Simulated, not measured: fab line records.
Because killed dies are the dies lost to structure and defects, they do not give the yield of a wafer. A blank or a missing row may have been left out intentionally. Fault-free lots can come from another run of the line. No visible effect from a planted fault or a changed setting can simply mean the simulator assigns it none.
Which tool did it?    flow berkeley_cmos170    Sampling: 7 lots, 21 wafers, 4 of 331 route steps

WHAT EACH GAUGE READ, for each wafer
UCB170_CONTACT_CD_MEAS_90 targets a cd of 700 nm.
lot   measured      on         cd_nm (nm)
L174  day 9 05:58   cd_sem-01  699.0 699.7 699.3
L177  day 9 02:32   cd_sem-02  696.4 697.7 698.8
L180  day 10 03:20  cd_sem-02  697.6 699.6 699.6
L182  day 10 08:19  cd_sem-02  701.3 700.2 700.0
L189  day 11 23:47  cd_sem-01  700.7 699.8 698.7
L192  day 12 20:58  cd_sem-02  697.2 697.3 699.8
L194  day 12 17:06  cd_sem-01  701.7 700.5 698.2

WHICH TOOL RAN EACH LOT (tool, then ch and the chambers of the sampled wafers, then the start)
lot   UCB170_FIELD_WET_ETCH_04         UCB170_CONTACT_STRIP_06               UCB170_CONTACT_STRIP_19
L174  wet_bench-02 ch 3, day 6 08:09   plasma_asher-01 ch 1, day 9 03:07     plasma_asher-01 ch 0,1, day 9 05:50
L177  wet_bench-02 ch 2, day 6 08:09   plasma_asher-04 ch 0,1, day 9 00:46   plasma_asher-04 ch 0,1, day 9 02:26
L180  wet_bench-02 ch 2, day 7 08:04   plasma_asher-03 ch 0,1, day 10 01:16  plasma_asher-04 ch 0,1, day 10 03:14
L182  wet_bench-02 ch 0, day 7 16:11   plasma_asher-04 ch 0, day 10 06:26    plasma_asher-01 ch 0,1, day 10 08:12
L189  wet_bench-02 ch 1, day 9 07:14   plasma_asher-03 ch 0,1, day 11 21:47  plasma_asher-04 ch 0,1, day 11 23:40
L192  wet_bench-02 ch 3, day 9 19:35   plasma_asher-01 ch 0,1, day 12 17:23  plasma_asher-01 ch 0,1, day 12 20:52
L194  wet_bench-01 ch 1, day 10 07:25  plasma_asher-03 ch 0, day 12 15:00    plasma_asher-01 ch 0,1, day 12 17:00
- UCB170_FIELD_WET_ETCH_04: etches SiO2 in dHF, time 60 s.
- UCB170_CONTACT_STRIP_06: strips in O2.
- UCB170_CONTACT_STRIP_19: strips in O2.

THE ANSWER, worked out from the rows above alone
Rule: what is usual is taken from the lots themselves. The widest of any qualifying gaps counts: lots, ordered by their means at a reading, are off when they make up no more than a third of the lots, leave a main group of 4 or more, and stand apart from it by 3 or more times the standard deviation of that group's means. The tables above print the reading to a certain number of digits; a main group whose means all agree to those digits is not used. Also off: a lot with no number at a reading for which 4 or more lots have one. Any other lot the step has rows for is counted as sound.
No lot is off on any of the readings shown, so nothing can be concluded from this.

WHAT HAD BEEN PUT IN BY THE SIMULATOR
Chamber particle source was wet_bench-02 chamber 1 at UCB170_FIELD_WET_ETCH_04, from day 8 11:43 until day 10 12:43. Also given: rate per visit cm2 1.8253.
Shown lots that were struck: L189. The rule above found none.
